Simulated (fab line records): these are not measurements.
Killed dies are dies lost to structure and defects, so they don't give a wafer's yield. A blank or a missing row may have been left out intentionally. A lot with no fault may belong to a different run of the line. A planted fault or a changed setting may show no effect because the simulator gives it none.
Comparing a struck lot with a sound one | flow rit cmos | 22 steps out of a route of 202
Sound: these wafers, L110.2, L110.3, L110.5. Struck: wafers L121.2, L121.4, L121.5. The cause is named last.
Per side, at each step with rows, come the tool, then ch with its chambers, and then its first start. Under that, the readings that differ: sound wafers | struck wafers | difference of the means | sigmas: that difference in standard deviations of wafers without a fault.
alike: a reading whose means differ by less than 2 such deviations, as well as words and numbers matching on both sides. not compared: withheld readings; readings where some wafer has no value; bounds like >300 that might hide an equal value; numbers whose values overlap and for which the record gives no deviation.
Wherever a step has rows on one side only, a row that says differs or no value, or a row with sigmas, the two part there. Numbers that have no deviation but don't overlap get no sigmas and don't part them. A reading missing from all wafers of one side parts the sides only when that side holds two or more wafers.

first, 2 steps without rows for these wafers: RIT_NSD_HARDBAKE_07 (time 60 s); RIT_NSD_IMPLANT_08.
RIT_NSD_STRIP_09: strips in O2, time 180 s.
  sound on plasma asher-03 ch 0,1, day 4 19:25; struck on plasma asher-03 ch 0,1, day 6 23:04
  alike: drypump motor current A
  not compared: rf hours counter h
RIT_NSD_TW_MEAS_10:
  struck on film metro-04, day 6 23:16; sound on film metro-03, day 4 19:36
  alike: NSD_TW
then, 6 steps without rows for these wafers: RIT_PSD_HMDS_00 (prime time 60 s); RIT_PSD_COAT_01 (resist thk 1000 nm); RIT_PSD_SOFTBAKE_02 (time 60 s); RIT_PSD_EXPOSE_03 (exposes mask M10, target cd 40900 nm); RIT_PSD_PEB_04; RIT_PSD_DEVELOP_05 (develop time 50 s).
RIT_PSD_OVL_MEAS_06:
  struck on overlay-01, day 7 00:17; sound on overlay-01, day 4 20:43
  reading      | sound        | struck         | difference | sigmas
  PSD_OVL (nm) | -0.4 2.9 2.5 | -2.6 -2.0 -1.3 | -3.6       | -3
then, 1 step without rows for these wafers: RIT_PSD_HARDBAKE_07 (time 60 s).
RIT_PSD_IMPLANT_08:
  sound on implanter-01 ch 0, day 4 20:55; struck on implanter-04 ch 0, day 7 00:29
  reading                          | sound                      | struck                        | difference | sigmas
  beam on s (s)                    | 12.1 12.5 12.7             | 10.1 9.8 10.1                 | -2.4       | -2
  dose ions cm2                    | 4.996e+15 4.996e+15 5e+15  | 1.798e+15 1.808e+15 1.805e+15 | -3.194e+15 | -99 or more
  end station pressure torr (Torr) | 1.55e-05 1.46e-05 1.57e-05 | 1.04e-05 1.02e-05 8.8e-06     | -5.47e-06  | -5
  faraday current uA               | 12711 12277 12106          | 5531 5748 5550                | -6755      | -8
RIT_PSD_STRIP_09: strips in O2, time 180 s.
  sound on plasma asher-04 ch 0,1, day 4 21:02; struck on plasma asher-02 ch 0,1, day 7 00:37
  alike: drypump motor current A
  not compared: rf hours counter h
RIT_PSD_TW_MEAS_10:
  struck on film metro-03, day 7 00:48; sound on film metro-04, day 4 21:13
  reading | sound          | struck         | difference | sigmas
  PSD_TW  | 3440 3445 3437 | 2954 2953 2952 | -488       | -17
then, 3 steps without rows for these wafers: RIT_SDANNEAL_CLEAN_00 (cleans in SC1, time 600 s); RIT_SDANNEAL_CLEAN_01 (cleans in dHF, time 30 s); RIT_SDANNEAL_CLEAN_02 (cleans in SC2, time 600 s).
RIT_SDANNEAL_RTA_03: time 5 s.
  sound on rtp anneal-02 ch 0, day 4 21:39; struck on rtp anneal-01 ch 0, day 7 01:14
  alike: wafer_temp_C_max
RIT_SDANNEAL_RS_MEAS_04: measurement is done with a four-point probe.
  struck on film metro-02, day 7 01:18; sound on film metro-03, day 4 21:43
  reading         | sound             | struck            | difference | sigmas
  PSD_RS (ohm/sq) | 116.0 116.3 116.3 | 131.7 132.2 131.7 | +15.7      | +47
RIT_SDANNEAL_RS_MEAS_05: measurement is done with a four-point probe.
  struck on film metro-02, day 7 01:25; sound on film metro-03, day 4 21:50
  alike: NSD_RS
RIT_M1_PROBE_99:
  struck on prober-01, day 7 09:25; sound on prober-02, day 5 05:10
  reading                              | sound             | struck            | difference | sigmas
  model.etest.pmos_0p3.r on ohm um     | 6368 6492 6401    | 6885 6846 6781    | +417       |
  model.etest.pmos turned.r on ohm um  | 3558 3649 3514    | 3858 3852 3814    | +268       |
  model.etest.pmos_0p15.r on ohm um    | 2859 2871 2839    | 3059 3050 3055    | +198       |
  model.etest.contact pplus.end ohm um | 43.96 43.29 45.08 | 78.76 78.05 79.6  | +34.69     |
  model.etest.pmos_0p15.drive ua um    | 251 247.2 250.8   | 229.5 231.6 233.1 | -18.3      |
  model.etest.pmos_0p3.drive ua um     | 100.5 96.94 98.23 | 88.17 90.88 92.81 | -7.94      |
  model.etest.pmos narrow.drive ua um  | 103.3 99.85 101.3 | 89.34 91.34 92    | -10.59     |
  model.etest.ppoly line.rs ohm sq     | 16.39 16.23 16.08 | 16.73 17.05 16.85 | +0.64      |
  alike: killed at contacts, killed at front end, killed dies, killed open, killed short

== WHERE THEY PART ==
First at RIT_PSD_OVL_MEAS_06; last, within this record, at RIT_SDANNEAL_RS_MEAS_04. Later steps at which nothing parts them and some readings are alike: RIT_SDANNEAL_RS_MEAS_05, RIT_M1_PROBE_99.

WHY: what had been put in by the simulator
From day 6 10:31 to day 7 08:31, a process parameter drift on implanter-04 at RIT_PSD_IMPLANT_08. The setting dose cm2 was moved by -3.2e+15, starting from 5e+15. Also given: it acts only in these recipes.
